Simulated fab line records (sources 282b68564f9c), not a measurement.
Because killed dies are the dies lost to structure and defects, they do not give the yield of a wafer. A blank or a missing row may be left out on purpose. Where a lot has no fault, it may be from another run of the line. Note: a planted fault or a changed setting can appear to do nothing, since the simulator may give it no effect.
A lot that was struck, set against a sound lot | flow rit-cmos | 15 out of 202 route steps
Sound: the wafers L752.1, L752.2, L752.3. Wafers L756.1, L756.5, L756.6 were the ones struck. Last of all comes the cause.
For every step that has rows: the tool of each side, followed by ch and its chambers, followed by its first start. Under that, the readings that differ: sound wafers | struck wafers | difference of the means | sigmas: that difference in standard deviations of wafers without a fault.
alike: readings with means less than 2 such deviations apart, plus words and numbers identical on both sides. not compared: withheld readings, readings lacking a value on some wafer, bounds such as >300 that could conceal the same value, and numbers that have no deviation in the record and whose values overlap.
A row with sigmas, a row that says differs or no value, or rows on one side alone: a step with any of these is where the two part. Numbers that have no deviation but don't overlap get no sigmas and don't part them. A reading missing from all wafers of one side parts the sides only when that side holds two or more wafers.

first, 4 steps without rows for these wafers: RIT_GATE_CLEAN_01 (cleans in SC1, time 600 s); RIT_GATE_CLEAN_02 (cleans in dHF, time 31.25 s); RIT_GATE_CLEAN_03 (cleans in SC2, time 600 s); RIT_GATE_CLEAN_04 (cleans in dHF, time 60 s).
RIT_FOX2_THK_MEAS_91:
  struck on film-metro-01, day 5 20:55; sound on film-metro-03, day 5 01:08
  alike: FIELD_OXIDE_LEFT_2_THK
then, 2 steps without rows for these wafers: RIT_GATE_OXIDATION_05 (target thk 3 nm, ox time 270 s); RIT_GATE_ANNEAL_06 (time 600 s).
RIT_GATE_THK_MEAS_07:
  struck on film-metro-02, day 5 22:17; sound on film-metro-02, day 5 02:31
  alike: GATE_OXIDE_THK
then, 1 step without rows for these wafers: RIT_GATE_CVD_08 (deposits poly-Si from SiH4, target thk 250 nm, time 2220 s).
RIT_GATE_THK_MEAS_09:
  struck on film-metro-03, day 5 23:58; sound on film-metro-03, day 5 04:11
  alike: GATE_POLY_THK
then, 2 steps without rows for these wafers: RIT_GATE_HMDS_10 (prime time 60 s); RIT_GATE_COAT_11 (resist thk 850 nm).
RIT_GATE_SOFTBAKE_12: time 60 s.
  sound on litho-track-03 ch 0, day 5 04:33; struck on litho-track-03 ch 0, day 6 00:20
  reading                  | sound             | struck            | difference | sigmas
  heater-power-total-W (W) | 34.60 34.57 34.60 | 35.24 35.13 35.19 | +0.60      | +12
  plate-temp-C (C)         | 89.85 89.85 89.93 | 91.18 91.17 90.96 | +1.23      | +9
then, 1 step without rows for these wafers: RIT_GATE_EXPOSE_13 (exposes mask M6, target cd 150 nm).
RIT_M1_PROBE_99:
  struck on prober-02, day 6 21:15; sound on prober-02, day 6 01:34
  alike: killed-at-contacts, killed-at-front-end, killed-dies, killed-open, killed-short

WHERE THEY PART
RIT_GATE_SOFTBAKE_12 only, going by this record. Later steps at which nothing parts them and some readings are alike: RIT_M1_PROBE_99.

WHY: the cause the simulator had injected
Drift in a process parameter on litho-track-03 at RIT_GATE_SOFTBAKE_12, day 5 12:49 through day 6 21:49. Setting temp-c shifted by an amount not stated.
